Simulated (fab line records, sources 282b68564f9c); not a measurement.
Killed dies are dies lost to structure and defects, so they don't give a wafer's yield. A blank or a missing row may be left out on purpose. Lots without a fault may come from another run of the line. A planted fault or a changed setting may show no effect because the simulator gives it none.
One fault seen from 2 desks | flow rit_cmos | each desk has only its own numbers; what lay behind them comes last

THE METROLOGY DESK
What the gauges read, lot by lot, whatever tool the lot ran on: means of the sampled wafers that have a number. A lot is out of limits, marked OUT, if its mean lies more than 4 standard deviations from the usual mean; the brackets give that distance.
Columns: A = FOX1_OXIDE_THK at RIT_FOX1_THK_MEAS_01, usual 349 nm; B = cd_nm at RIT_M1_CD_MEAS_90, usual 2600.1 nm
lot  | first seen here | A   | B
L681 | day 1 18:41     | 339 | 2599.4
L682 | day 2 01:05     | 341 | 2598.7
L684 | day 2 08:35     | 352 | 2600.1
L686 | day 2 20:20     | 346 | 2599.9
L688 | day 3 08:50     | 349 | 2599.4
L689 | day 3 13:41     | 344 | 2597.8
L690 | day 3 15:50     | 357 | 2601.6
L692 | day 4 04:09     | 351 | 2601.7
L693 | day 4 08:21     | 346 | 2601.3
L697 | day 5 02:24     | 341 | 2592.3 (-4.1) OUT
L699 | day 5 14:31     | 356 | 2594.7
L700 | day 5 18:18     | 345 | 2602.0
L703 | day 6 09:33     | 358 | 2600.3
L704 | day 6 12:27     | 356 | 2598.8
This desk's finding: out of limits on L697; first on L697, day 6 17:16 (cd_nm at RIT_M1_CD_MEAS_90). In limits: L681, L682, L684, L686, L688, L689, L690, L692, L693, L699, L700, L703, L704.

THE TOOL OWNER'S DESK: rie_metal-02
The tool's own readings at RIT_M1_METAL_ETCH_12 (etches Al in Cl2/BCl3, stops on SiO2, time 165 s, target depth 600 nm): means of the sampled wafers that have a number, for each lot that ran on this tool. A lot is out of limits, marked OUT, if its mean lies more than 4 standard deviations from the usual mean; the brackets give that distance.
Columns: A = drypump_motor_current_A at RIT_M1_METAL_ETCH_12, usual 5.9 A; B = oes_product_au at RIT_M1_METAL_ETCH_12, usual 0.779 a.u.; C = throttle_valve_pct at RIT_M1_METAL_ETCH_12, usual 8.27 %
lot  | first seen here | A   | B     | C
L682 | day 3 22:05     | 6.3 | 0.797 | 8.12
L688 | day 5 02:34     | 6.3 | 0.802 | 8.11
L697 | day 6 16:44     | 6.3 | 0.803 | 8.11
L699 | day 7 08:01     | 6.3 | 0.780 | 8.15
This desk's finding: nothing out of limits on any of the 4 lots.

PUT TOGETHER
The metrology desk could have raised an alarm at day 6 17:16, on L697.
The tool owner's desk saw nothing out of limits.
The tool owner's desk has L697 on record, within its limits.
Of the lots named, all ran RIT_M1_METAL_ETCH_12 on rie_metal-02.

WHAT THE SIMULATOR HAD PUT IN
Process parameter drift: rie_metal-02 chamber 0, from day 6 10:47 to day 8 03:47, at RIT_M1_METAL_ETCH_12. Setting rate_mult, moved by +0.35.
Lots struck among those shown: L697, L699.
Hours from the fault's start to each desk's first reading out of limits: the metrology desk, 6.
